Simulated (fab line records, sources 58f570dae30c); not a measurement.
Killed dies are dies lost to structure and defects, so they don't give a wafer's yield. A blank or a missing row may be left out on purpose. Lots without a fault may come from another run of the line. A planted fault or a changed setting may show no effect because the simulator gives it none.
A sampling plan put to the test | flow berkeley_cmos170 | one fab line, 14 faults that these records tell of, each judged on the records of the lots that it struck
The plan is the line's own looks: the steps of the route at which a gauge or an inspection reads the wafer and doesn't change it. A look can be judged if struck wafers have a number there and the file gives its usual mean and standard deviation on fault-free wafers. Caught: at a look after the fault's first step, the mean of the struck wafers lies 4 or more of those standard deviations (sigma) from the usual mean. On the tool: the same test on the tool's own readings at the fault's steps. Another recipe on the struck wafers, or a record that is blank for them alone, also counts as caught.

THE FAULTS, as the simulator had put them in
1. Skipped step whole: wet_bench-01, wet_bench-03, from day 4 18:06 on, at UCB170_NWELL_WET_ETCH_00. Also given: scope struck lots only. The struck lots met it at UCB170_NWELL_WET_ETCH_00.
2. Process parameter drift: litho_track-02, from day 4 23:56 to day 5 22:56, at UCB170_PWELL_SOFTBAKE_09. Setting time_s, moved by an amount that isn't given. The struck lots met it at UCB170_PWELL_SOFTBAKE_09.
3. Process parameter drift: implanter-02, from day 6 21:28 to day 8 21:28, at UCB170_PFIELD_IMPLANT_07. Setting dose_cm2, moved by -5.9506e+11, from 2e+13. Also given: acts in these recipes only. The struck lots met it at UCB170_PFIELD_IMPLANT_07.
4. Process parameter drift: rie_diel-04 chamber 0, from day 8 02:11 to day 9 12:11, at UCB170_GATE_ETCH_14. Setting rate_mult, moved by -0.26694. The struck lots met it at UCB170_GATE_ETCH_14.
5. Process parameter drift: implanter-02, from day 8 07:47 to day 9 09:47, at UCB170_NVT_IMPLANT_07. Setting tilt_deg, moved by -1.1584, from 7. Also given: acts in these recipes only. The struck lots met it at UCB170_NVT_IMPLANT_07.
6. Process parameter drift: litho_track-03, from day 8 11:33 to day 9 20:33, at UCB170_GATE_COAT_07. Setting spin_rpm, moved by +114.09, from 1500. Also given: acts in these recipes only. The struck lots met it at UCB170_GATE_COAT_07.
7. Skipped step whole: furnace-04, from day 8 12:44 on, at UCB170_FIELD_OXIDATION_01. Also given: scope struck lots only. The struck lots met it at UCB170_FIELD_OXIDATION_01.
8. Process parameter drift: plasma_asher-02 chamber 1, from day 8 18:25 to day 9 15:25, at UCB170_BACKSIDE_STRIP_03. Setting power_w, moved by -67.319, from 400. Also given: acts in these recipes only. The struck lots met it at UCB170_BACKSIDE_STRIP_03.
9. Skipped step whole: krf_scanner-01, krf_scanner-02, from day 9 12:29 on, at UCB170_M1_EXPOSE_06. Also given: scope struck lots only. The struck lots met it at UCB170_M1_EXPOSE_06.
10. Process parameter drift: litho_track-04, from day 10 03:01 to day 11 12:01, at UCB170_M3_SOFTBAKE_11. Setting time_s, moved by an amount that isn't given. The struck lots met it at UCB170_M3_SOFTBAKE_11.
11. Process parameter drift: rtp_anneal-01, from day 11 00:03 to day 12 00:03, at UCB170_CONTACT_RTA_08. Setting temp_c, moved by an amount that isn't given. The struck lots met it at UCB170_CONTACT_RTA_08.
12. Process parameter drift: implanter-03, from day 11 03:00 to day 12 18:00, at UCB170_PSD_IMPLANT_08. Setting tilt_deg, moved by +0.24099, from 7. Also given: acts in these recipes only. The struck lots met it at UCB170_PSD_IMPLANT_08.
13. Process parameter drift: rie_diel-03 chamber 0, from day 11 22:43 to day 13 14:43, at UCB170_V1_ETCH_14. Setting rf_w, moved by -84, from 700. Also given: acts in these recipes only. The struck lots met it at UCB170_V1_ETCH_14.
14. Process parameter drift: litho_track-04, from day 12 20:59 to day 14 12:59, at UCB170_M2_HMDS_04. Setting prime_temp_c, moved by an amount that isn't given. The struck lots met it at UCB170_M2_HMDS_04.

WHAT THE PLAN SAW
fault | on the tool itself                               | first look that catches it                      | reading, sigma | median hours from its first step to that look | hours from the fault's start to the first struck lot there | judged looks passed uncaught
1     | the tool's record is blank for the struck wafers | none of the 2 looks that can be judged after it | -              | -                                             | -                                                          | 2
2     | heater_power_total_W +13 sigma                   | none of the 2 looks that can be judged after it | -              | -                                             | -                                                          | 2
3     | dose_ions_cm2 -28 sigma                          | no look after it can be judged                  | -              | -                                             | -                                                          | 0
4     | oes_product_au -8.0 sigma                        | no look after it can be judged                  | -              | -                                             | -                                                          | 0
5     | tilt_deg -49 sigma                               | not the one look that can be judged after it    | -              | -                                             | -                                                          | 1
6     | spin_speed_rpm +99 or beyond sigma               | not the one look that can be judged after it    | -              | -                                             | -                                                          | 1
7     | the tool's record is blank for the struck wafers | no look after it can be judged                  | -              | -                                             | -                                                          | 0
8     | strip_time_to_endpoint_s +49 sigma               | not the one look that can be judged after it    | -              | -                                             | -                                                          | 1
9     | no reading that can be judged                    | no look after it can be judged                  | -              | -                                             | -                                                          | 0
10    | run_length_s +48 sigma                           | no look after it can be judged                  | -              | -                                             | -                                                          | 0
11    | wafer_temp_C_max +31 sigma                       | none of the 2 looks that can be judged after it | -              | -                                             | -                                                          | 2
12    | tilt_deg +13 sigma                               | no look after it can be judged                  | -              | -                                             | -                                                          | 0
13    | rf_fwd_power_W -40 sigma                         | no look after it can be judged                  | -              | -                                             | -                                                          | 0
14    | prime_temp_c -40 sigma                           | no look after it can be judged                  | -              | -                                             | -                                                          | 0
A dash: the fault isn't caught, or these records don't give the number.

Caught at a look: 0 of 14. Caught on the tool: 13 of 14. By one or the other: 13 of 14.
Caught on the tool alone: faults 1, 2, 3, 4, 5, 6, 7, 8, 10, 11, 12, 13, 14.
Caught by neither: fault 9.
